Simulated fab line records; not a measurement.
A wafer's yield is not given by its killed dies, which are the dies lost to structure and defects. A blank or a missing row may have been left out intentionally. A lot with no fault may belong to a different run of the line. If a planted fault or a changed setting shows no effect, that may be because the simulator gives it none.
fab line records	flow ritCmos
record: lots: 5	wafers: 15	lastDay: 7
route steps=202 shown CONTACT@172 M1@184
lots that met no fault: taken from a fault-free run of the same line
startH: hours from the record's opening day to when the first of the lot's shown wafers began	waitH: hours elapsed since this lot's preceding step	" unchanged from the row above	L1.1+2: one row covering several wafers at once	- no value present, or no start provided	* or withheld: withheld	< > ~ a bound
route shown NAME@n: NAME is a module with steps in the file, n the number in the route of the first one	usual: mean/standard deviation of fault-free wafers	same: alike in all rows	chamber/n: place in a boat	sites: each site's reading	_std_site: how widely they spread, as a standard deviation	_edge_site: mean of outer sites minus mean of inner sites	radiusMm: for every site, how far away it sits from the centre of the wafer	mask NAME#n: copy n	behind: the last tool/chamber to shape the wafer	hold: the reason the lot was held/the length of the hold in hours/how it ended	device: the n, p or np transistor that did not switch	end of line: the same wafers' tests at the end of the route	step lacking rows: just its recipe	killed: not the wafer's yield, but the dies lost to structure and defects at the first sort	map: per-die view of a wafer (x killed, . not killed, _ where there is no die)
set.NAME: the setting that was run; set.NAME@STEP: the one run at that earlier step	model.NAME: the simulator's own value behind a step, which no gauge read
a table for each step, a row for each wafer; lots at some steps of the route
services: when a tool's chamber went out of use (startH, in hours from the record's first day, below 0 if earlier), for how many hours, and the reason
== steps ==
step: RIT_CONTACT_SOFTBAKE_04
recipe: resist: NOVOLAK	tempC: 90	timeS: 60
step: RIT_CONTACT_EXPOSE_05
recipe: maskId: M11	na: 0.6	sourceShape: conventional	sigmaOuter: 0.5	targetCdNm: 1000	doseMj: 250
step: RIT_CONTACT_PEB_06
recipe: resist: NOVOLAK	tempC: withheld	timeS: withheld
step: RIT_CONTACT_DEVELOP_07
recipe: resist: NOVOLAK	developTimeS: 120	devTempC: 23
step: RIT_CONTACT_CD_MEAS_08
recipe: targetCdNm: 1000
usual: cdNm: 1000.4/2.5
lot.wafer	tool	chamber	startH	waitH	cdNm
L302.3	cdSem-01	-	53.31	-	1001.6
L302.4	"	-	"	"	1001.7
L302.6	"	-	"	"	1001.1
L303.2	cdSem-01	-	56.71	-	1000.4
L303.5	"	-	"	"	1000.2
L303.6	"	-	"	"	999.6
L308.3	cdSem-01	-	88.06	-	995.9
L308.5	"	-	"	"	994.3
L308.6	"	-	"	"	998.5
L319.4	cdSem-01	-	143.61	-	996.8
L319.5	"	-	"	"	997.4
L319.6	"	-	"	"	998.4
L325.1	cdSem-01	-	168.21	-	1002.5
L325.3	"	-	"	"	1000.7
L325.4	"	-	"	"	1000.7
step: RIT_CONTACT_OVL_MEAS_09
usual: CONTACT_OVL: -0.9/1.2
lot.wafer	tool	chamber	startH	waitH	CONTACT_OVL[nm]
L302.3	overlay-02	-	53.40	0.1	0.2
L302.4	"	-	"	"	0.0
L302.6	"	-	"	"	-0.9
L303.2	overlay-01	-	56.81	0.1	0.0
L303.5	"	-	"	"	-1.6
L303.6	"	-	"	"	0.4
L308.3	overlay-01	-	88.15	0.1	-2.9
L308.5	"	-	"	"	-2.2
L308.6	"	-	"	"	-2.4
L319.4	overlay-01	-	143.69	0.1	0.5
L319.5	"	-	"	"	0.3
L319.6	"	-	"	"	1.7
L325.1	overlay-01	-	168.33	0.1	-2.9
L325.3	"	-	"	"	-0.4
L325.4	"	-	"	"	-0.1
step: RIT_CONTACT_HARDBAKE_10
recipe: resist: NOVOLAK	tempC: 140	timeS: 60
step: RIT_CONTACT_ETCH_11
recipe: targetDepthA: 4800	overEtchFrac: 0.2	stopOn: TiSi2	chemistry: CHF3/CF4/Ar	target: SiO2	CHF3_flow_sccm: 50	cf4FlowSccm: 10	Ar_flow_sccm: 100	O2_flow_sccm: 5	pressureMtorr: 100	rfW: 200	timeS: 320
usual: CHF3_flow_sccm: 49.99/0.13	O2_flow_sccm: 5.001/0.013	drypumpMotorCurrentA: 5.8/0.62	oesProductAu: 0.993/0.016	throttleValvePct: 8.89/0.15
lot.wafer	tool	chamber	startH	waitH	CHF3_flow_sccm	O2_flow_sccm	drypumpMotorCurrentA	oesProductAu	rfHoursCounterH	throttleValvePct
L302.3	rieDiel-02	1	53.57	0.1	49.99	4.986	6.4	0.993	6	9.09
L302.4	"	2	"	"	50.04	5.004	5.3	0.964	4	9.13
L302.6	"	3	"	"	49.93	4.979	5.4	0.995	-	8.91
L303.2	rieDiel-04	3	56.99	0.1	49.80	5.000	6.3	0.973	51	8.89
L303.5	"	0	"	"	49.98	5.006	6.6	1.016	-	8.76
L303.6	"	3	"	"	50.05	4.978	6.4	0.962	-	8.88
L308.3	rieDiel-02	2	88.32	0.1	50.21	4.995	5.3	0.968	4	9.14
L308.5	"	3	"	"	50.07	5.011	5.5	0.990	-	8.90
L308.6	"	2	"	"	50.00	5.004	5.3	0.965	-	9.15
L319.4	rieDiel-04	3	143.86	0.1	50.17	5.008	6.4	0.968	52	8.88
L319.5	"	1	"	"	49.96	5.000	5.0	0.991	-	8.66
L319.6	"	0	"	"	50.03	4.981	6.6	1.013	-	8.77
L325.1	rieDiel-03	0	168.52	0.1	50.06	4.998	6.7	1.008	7	8.72
L325.3	"	2	"	"	50.22	5.013	5.2	1.009	1	8.86
L325.4	"	1	"	"	50.01	4.986	6.2	1.011	91	8.79
step: RIT_CONTACT_STRIP_12
recipe: chemistry: O2	timeS: 180	resist: NOVOLAK	platenTempC: withheld	powerW: 500	pressureMtorr: 4000	o2FlowSccm: 4000
usual: drypumpMotorCurrentA: 6.1/0.42
lot.wafer	tool	chamber	startH	waitH	drypumpMotorCurrentA	rfHoursCounterH
L302.3	plasmaAsher-02	0	53.83	0.2	5.7	-
L302.4	"	1	"	"	5.9	-
L302.6	"	1	"	"	5.9	-
L303.2	plasmaAsher-01	0	57.19	0.1	5.7	44
L303.5	"	1	"	"	6.4	-
L303.6	"	0	"	"	5.6	-
L308.3	plasmaAsher-01	0	88.58	0.2	5.6	-
L308.5	"	1	"	"	6.4	-
L308.6	"	0	"	"	5.6	-
L319.4	plasmaAsher-02	1	144.11	0.2	5.9	-
L319.5	"	0	"	"	5.6	-
L319.6	"	1	"	"	5.8	-
L325.1	plasmaAsher-02	0	168.72	0.1	5.7	48
L325.3	"	0	"	"	5.7	-
L325.4	"	1	"	"	5.9	-
step: RIT_CONTACT_CD_MEAS_90
recipe: targetCdNm: 1000
usual: cdNm: 1000.4/2.5
lot.wafer	tool	chamber	startH	waitH	cdNm
L302.3	cdSem-01	-	53.98	0.1	1001.0
L302.4	"	-	"	"	1001.9
L302.6	"	-	"	"	1001.3
L303.2	cdSem-01	-	57.38	0.1	1000.8
L303.5	"	-	"	"	999.7
L303.6	"	-	"	"	999.6
L308.3	cdSem-01	-	88.73	0.1	995.7
L308.5	"	-	"	"	994.8
L308.6	"	-	"	"	998.1
L319.4	cdSem-01	-	144.29	0.1	996.5
L319.5	"	-	"	"	997.0
L319.6	"	-	"	"	998.0
L325.1	cdSem-02	-	168.89	0.1	1002.7
L325.3	"	-	"	"	1001.6
L325.4	"	-	"	"	1000.0
step: RIT_CONTACT_CLEAN_13
recipe: chemistry: SC1	mix: 3:3:50	timeS: 600	tempC: 75
step: RIT_CONTACT_CLEAN_14
recipe: chemistry: SC2	mix: 3:3:50	timeS: 600	tempC: 75	dry: n2Spin
step: RIT_M1_SPUTTER_00
recipe: material: Al	targetThkNm: 400	powerW: 2000	chamberPressurePa: 0.4	gas: Ar	timeS: 500	substrateTempC: 25
usual: cathodeDcPowerW: 2000.0/0.4	throttleValvePct: 29.9/0.93
lot.wafer	tool	chamber	startH	waitH	cathodeDcPowerW	throttleValvePct	model.Al_of_M1_SPUTTER_00.thkNm
L302.3	pvdSputter-01	-	54.59	0.0	1999.8	28.7	397.2
L302.4	"	-	"	"	1999.6	30.1	391.4
L302.6	"	-	"	"	2000.4	30.3	395.4
L303.2	pvdSputter-02	-	58.01	0.0	2000.3	30.7	395.7
L303.5	"	-	"	"	2000.0	28.9	400.2
L303.6	"	-	"	"	1999.6	31.0	391.8
L308.3	pvdSputter-02	-	89.16	0.0	2148.8	29.1	434.7
L308.5	"	-	"	"	2000.2	30.7	397.6
L308.6	"	-	"	"	2149.1	29.0	435
L319.4	pvdSputter-03	-	144.70	0.0	2000.0	28.6	395.2
L319.5	"	-	"	"	1999.7	28.6	393.4
L319.6	"	-	"	"	2000.1	31.1	398.3
L325.1	pvdSputter-01	-	169.38	0.0	2000.2	29.8	403
L325.3	"	-	"	"	1999.8	28.7	399.4
L325.4	"	-	"	"	2000.5	28.7	401.5
step: RIT_M1_RS_MEAS_01
recipe: thkMeasGauge: four-point-probe	reads: Al_of_M1_SPUTTER_00
usual: M1_AL_RS: 0.0738/0.00088
lot.wafer	tool	chamber	startH	waitH	hold	M1_AL_RS[ohm/sq]
L302.3	filmMetro-04	-	54.92	0.2	-	0.0740
L302.4	"	-	"	"	-	0.0750
L302.6	"	-	"	"	-	0.0742
L303.2	filmMetro-04	-	58.32	0.2	-	0.0741
L303.5	"	-	"	"	-	0.0733
L303.6	"	-	"	"	-	0.0750
L308.3	filmMetro-04	-	89.50	0.2	awaitDispo/0.2h/release	0.0674
L308.5	"	-	"	"	awaitDispo/0.2h/release	0.0738
L308.6	"	-	"	"	awaitDispo/0.2h/release	0.0672
L308.3	filmMetro-04	-	89.79	0.3	-	0.0675
L308.5	"	-	"	"	-	0.0738
L308.6	"	-	"	"	-	0.0674
L319.4	filmMetro-03	-	145.05	0.2	-	0.0743
L319.5	"	-	"	"	-	0.0747
L319.6	"	-	"	"	-	0.0739
L325.1	filmMetro-03	-	169.67	0.1	-	0.0728
L325.3	"	-	"	"	-	0.0736
L325.4	"	-	"	"	-	0.0733
step: RIT_M1_THK_MEAS_02
recipe: thkMeasGauge: xrf	reads: Al_of_M1_SPUTTER_00
usual: M1_AL_THK: 391/4.8
lot.wafer	tool	chamber	startH	waitH	hold	M1_AL_THK[nm]
L302.3	filmMetro-04	-	55.02	0.1	-	392
L302.4	"	-	"	"	-	385
L302.6	"	-	"	"	-	390
L303.2	filmMetro-04	-	58.43	0.1	-	392
L303.5	"	-	"	"	-	394
L303.6	"	-	"	"	-	389
L308.3	filmMetro-04	-	91.32	1.5	awaitDispo/0.2h/release	428
L308.5	"	-	"	"	awaitDispo/0.2h/release	392
L308.6	"	-	"	"	awaitDispo/0.2h/release	426
L308.3	filmMetro-04	-	91.55	0.2	-	427
L308.5	"	-	"	"	-	391
L308.6	"	-	"	"	-	427
L319.4	filmMetro-03	-	145.14	0.1	-	389
L319.5	"	-	"	"	-	390
L319.6	"	-	"	"	-	393
L325.1	filmMetro-03	-	169.79	0.1	-	397
L325.3	"	-	"	"	-	394
L325.4	"	-	"	"	-	395
step: RIT_M1_COAT_04
recipe: resist: NOVOLAK	spinRpm: 2000	resistThkNm: 1300
step: RIT_M1_SOFTBAKE_05
recipe: resist: NOVOLAK	tempC: 90	timeS: 60
step: RIT_M1_EXPOSE_06
recipe: maskId: M12	na: 0.6	sourceShape: conventional	sigmaOuter: 0.5	targetCdNm: 2600	doseMj: 250
step: RIT_M1_PEB_07
recipe: resist: NOVOLAK	tempC: withheld	timeS: withheld
step: RIT_M1_DEVELOP_08
recipe: resist: NOVOLAK	developTimeS: 68	devTempC: 23
step: RIT_M1_CD_MEAS_09
recipe: targetCdNm: 2600
usual: cdNm: 2599.8/2.6
lot.wafer	tool	chamber	startH	waitH	cdNm
L302.3	cdSem-01	-	56.07	-	2601.3
L302.4	"	-	"	"	2601.3
L302.6	"	-	"	"	2603.2
L303.2	cdSem-01	-	59.51	-	2601.9
L303.5	"	-	"	"	2602.1
L303.6	"	-	"	"	2603.1
L308.3	cdSem-01	-	95.90	-	2599.8
L308.5	"	-	"	"	2605.0
L308.6	"	-	"	"	2601.0
L319.4	cdSem-01	-	146.25	-	2599.8
L319.5	"	-	"	"	2599.1
L319.6	"	-	"	"	2600.6
L325.1	cdSem-02	-	170.86	-	2601.6
L325.3	"	-	"	"	2600.7
L325.4	"	-	"	"	2603.4
step: RIT_M1_OVL_MEAS_10
usual: M1_OVL: -0.5/1.3
lot.wafer	tool	chamber	startH	waitH	M1_OVL[nm]
L302.3	overlay-01	-	56.16	0.1	-0.8
L302.4	"	-	"	"	-2.4
L302.6	"	-	"	"	-0.6
L303.2	overlay-02	-	59.61	0.1	-1.0
L303.5	"	-	"	"	-0.2
L303.6	"	-	"	"	-0.5
L308.3	overlay-02	-	95.99	0.1	-2.3
L308.5	"	-	"	"	-1.0
L308.6	"	-	"	"	-2.6
L319.4	overlay-02	-	146.33	0.1	-2.2
L319.5	"	-	"	"	-0.8
L319.6	"	-	"	"	-0.7
L325.1	overlay-02	-	170.98	0.1	0.9
L325.3	"	-	"	"	0.5
L325.4	"	-	"	"	0.2
step: RIT_M1_HARDBAKE_11
recipe: resist: NOVOLAK	tempC: 140	timeS: 120
step: RIT_M1_METAL_ETCH_12
recipe: stopOn: SiO2	chemistry: Cl2/BCl3	target: Al	timeS: 165	overEtchFrac: 0.5	pressureMtorr: 100	targetDepthA: 6000	rfW: 250	Cl2_flow_sccm: 60	bcl3FlowSccm: 50
usual: drypumpMotorCurrentA: 5.7/0.41	oesProductAu: 0.778/0.016	throttleValvePct: 8.30/0.11
lot.wafer	tool	chamber	startH	waitH	drypumpMotorCurrentA	oesProductAu	rfHoursCounterH	throttleValvePct
L302.3	rieMetal-01	1	56.49	0.2	5.6	0.772	-	8.20
L302.4	"	0	"	"	5.9	0.797	-	8.32
L302.6	"	0	"	"	5.9	0.799	-	8.34
L303.2	rieMetal-04	0	59.89	0.2	6.3	0.776	32	8.27
L303.5	"	1	"	"	5.7	0.753	-	8.11
L303.6	"	0	"	"	6.3	0.776	-	8.28
L308.3	rieMetal-01	1	96.32	0.2	5.7	0.828	-	8.19
L308.5	"	0	"	"	5.9	0.794	-	8.31
L308.6	"	1	"	"	5.7	0.816	-	8.20
L319.4	rieMetal-01	1	146.65	0.1	5.7	0.773	-	8.21
L319.5	"	1	"	"	5.7	0.770	-	8.20
L319.6	"	0	"	"	5.9	0.796	-	8.32
L325.1	rieMetal-03	1	171.26	0.2	5.0	0.760	4	8.46
L325.3	"	1	"	"	5.0	0.753	-	8.47
L325.4	"	0	"	"	5.7	0.797	-	8.39
step: RIT_M1_STRIP_13
recipe: chemistry: nmp	resist: NOVOLAK	tempC: 80	timeS: 600	dry: n2Spin
step: RIT_M1_PROBE_99
usual: defectLimitedYield: 97.5/1.2	killedAtContacts: 0.1/0.27	killedAtFrontEnd: 6/3	killedDies: 7/3	killedOpen: 3.1/2	killedShort: 3.4/2	sort_bin_3_pad_short: 0.1/0.23	sort_bin_5_function: 1.4/0.76	sort_bin_6_memory: 0.9/0.63	sortNPass: 257/3	sortYieldPct: 97.5/1.2
same: grossDies: 264	killed_at_M0_to_M3: 0	killed_at_M4_up: 0	killedAtBackSide: 0	killedAtOther: 0
lot.wafer	tool	chamber	startH	waitH	hold	defectLimitedYield[%]	killedAtContacts	killedAtFrontEnd	killedDies	killedOpen	killedShort	sort_bin_3_pad_short[%]	sort_bin_5_function[%]	sort_bin_6_memory[%]	sortNPass	sortYieldPct[%]
L302.3	prober-01	-	58.78	0.2	-	95.8	0	11	11	8	3	0.4	2.3	1.5	253	95.8
L302.4	prober-01	-	58.83	0.2	-	97.3	0	7	7	1	6	0	1.1	1.5	257	97.3
L302.6	prober-01	-	58.93	0.2	-	96.2	0	10	10	6	4	0.4	1.5	1.9	254	96.2
L303.2	prober-02	-	62.20	0.1	-	97.7	0	6	6	3	3	0.8	1.1	0.4	258	97.7
L303.5	prober-02	-	62.35	0.2	-	97.7	0	6	6	3	3	0	1.9	0.4	258	97.7
L303.6	prober-02	-	62.40	0.2	-	98.5	1	3	4	2	2	0	1.1	0.4	260	98.5
L308.3	prober-01	-	101.34	2.6	awaitDispo/2.4h/release	98.9	0	3	3	1	2	0	1.1	0	261	98.9
L308.5	prober-01	-	101.44	2.7	awaitDispo/2.4h/release	97.0	1	7	8	4	4	0	2.3	0.8	256	97.0
L308.6	prober-01	-	101.49	2.7	awaitDispo/2.4h/release	97.0	0	8	8	4	4	0.8	1.5	0.8	256	97.0
L319.4	prober-01	-	149.00	0.2	-	96.2	0	10	10	8	2	0	1.9	1.9	254	96.2
L319.5	prober-01	-	149.05	0.2	-	99.2	0	2	2	0	2	0.4	0.4	0	262	99.2
L319.6	prober-01	-	149.10	0.2	-	95.5	0	12	12	6	6	0.4	2.7	1.5	252	95.5
L325.1	prober-01	-	173.51	0.1	-	98.5	0	4	4	1	3	0	1.1	0.4	260	98.5
L325.3	prober-01	-	173.61	0.2	-	98.5	0	4	4	1	3	0.4	0.8	0.4	260	98.5
L325.4	prober-01	-	173.66	0.2	-	98.1	0	5	5	1	4	0.4	0.8	0.8	259	98.1
killed by level:class
L302.3 FOX1:geometricParticle:short=3 SPACER:geometricParticle:open=3 FOX1:geometricParticle:open=2 FOX2:geometricParticle:open=1 GATE:geometricParticle:open=1 SILICIDE:geometricParticle:open=1
L302.4 GATE:geometricParticle:short=4 FOX1:geometricParticle:short=1 FOX1:geometricParticle:open=1 SPACER:geometricParticle:short=1
L302.6 GATE:geometricParticle:open=4 GATE:geometricParticle:short=3 FOX2:geometricParticle:open=1 REOX:geometricParticle:short=1 SILICIDE:geometricParticle:open=1
L303.2 GATE:geometricParticle:open=3 GATE:geometricParticle:short=1 SPACER:geometricParticle:short=1 SILICIDE:geometricParticle:short=1
L303.5 SILICIDE:geometricParticle:short=2 FOX1:geometricParticle:short=1 FOX2:geometricParticle:open=1 SPACER:geometricParticle:open=1 SILICIDE:geometricParticle:open=1
L303.6 GATE:geometricParticle:short=2 GATE:geometricParticle:open=1 CONTACT:geometricParticle:open=1
L308.3 GATE:geometricParticle:short=1 SPACER:geometricParticle:short=1 SPACER:geometricParticle:open=1
L308.5 SPACER:geometricParticle:short=3 SPACER:geometricParticle:open=2 FOX1:geometricParticle:short=1 REOX:geometricParticle:open=1 CONTACT:geometricParticle:open=1
L308.6 SPACER:geometricParticle:short=4 SPACER:geometricParticle:open=3 GATE:geometricParticle:open=1
L319.4 FOX1:geometricParticle:open=3 GATE:geometricParticle:short=2 SILICIDE:geometricParticle:open=2 FOX2:geometricParticle:open=1 GATE:geometricParticle:open=1 REOX:geometricParticle:open=1
L319.5 REOX:geometricParticle:short=2
L319.6 FOX1:geometricParticle:short=3 REOX:geometricParticle:open=3 GATE:geometricParticle:short=2 SILICIDE:geometricParticle:open=2 GATE:geometricParticle:open=1 REOX:geometricParticle:short=1
L325.1 GATE:geometricParticle:short=2 REOX:geometricParticle:open=1 REOX:geometricParticle:short=1
L325.3 GATE:geometricParticle:short=2 FOX1:geometricParticle:short=1 GATE:geometricParticle:open=1
L325.4 GATE:geometricParticle:short=4 FOX2:geometricParticle:open=1
map L308.5 (x killed, . not)
________......._______
_____.............____
____.....xx........___
___.................__
__..................._
__x.......x.........._
_.....................
_.................x...
_.....................
_.....................
__..................._
__....x..........x..._
___........x........__
____...............___
_____.............____
________......._______
map L303.2 (x killed, . not)
________......._______
_____...........x.____
____...............___
___.................__
__........x.........._
__..................._
_.....................
_.....................
_.................x...
_.....................
__.......x..........._
__..................._
___..........x......__
____...............___
_____....x........____
________......._______
== services ==
tool	chamber	startH	hours	kind
rieDiel-04	0	39.43	3.9	repair
rieDiel-04	-	39.47	8.5	repair
rieDiel-04	1	40.14	14.4	repair
rieMetal-04	-	69.41	2.8	pm
pvdSputter-03	-	85.99	0.6	repair
pvdSputter-03	-	97.40	8.0	repair
rieDiel-03	2	104.07	-	clean
rieDiel-03	2	104.07	17.1	scheduledDown
plasmaAsher-02	-	105.02	4.3	repair
pvdSputter-01	-	105.71	5.2	repair
plasmaAsher-01	-	108.75	9.0	pm
plasmaAsher-01	0	108.75	9.0	ventCycle
plasmaAsher-01	1	108.75	9.0	ventCycle
rieDiel-03	0	112.56	7.1	repair
plasmaAsher-01	0	117.75	-	clean
plasmaAsher-01	1	117.75	-	clean
pvdSputter-02	-	126.24	7.0	repair
rieDiel-02	-	126.93	28.1	pm
plasmaAsher-02	-	135.24	0.7	repair
rieMetal-04	-	136.12	20.0	pm
rieMetal-03	0	140.68	10.3	repair
pvdSputter-02	-	150.76	13.1	repair
rieDiel-02	3	157.63	5.5	repair
rieDiel-04	-	165.71	2.8	pm
== key ==
firstSign: step: RIT_M1_SPUTTER_00	reading: cathodeDcPowerW	direction: up	sigmas: 99+	usual: 2000.0	struck: 2148.9
effect: step: RIT_M1_RS_MEAS_01	reading: visit	direction: added
effect: step: RIT_M1_RS_MEAS_01	reading: M1_AL_RS	direction: down	sigmas: 7.4	usual: 0.0738	struck: 0.0673
effect: step: RIT_M1_THK_MEAS_02	reading: visit	direction: added
effect: step: RIT_M1_THK_MEAS_02	reading: M1_AL_THK	direction: up	sigmas: 7.5	usual: 391	struck: 427
effect: step: RIT_M1_METAL_ETCH_12	reading: oesProductAu	direction: up	sigmas: 2.8	usual: 0.778	struck: 0.822
modelEffect: step: RIT_M1_SPUTTER_00	value: Al_of_M1_SPUTTER_00.thkNm	without: 405.1	struck: 434.9
metAt RIT_M1_SPUTTER_00
struckWafers L308.3,L308.6
onsetBetween 58.01 89.16
fault: kind: processParameterDrift	tool: pvdSputter-02	chamber: -	onsetH: 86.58	steps: RIT_M1_SPUTTER_00	channel: powerW	offset: 148.89	shape: step	endH: 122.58	stated: 2000	scope: struckWafersOnly
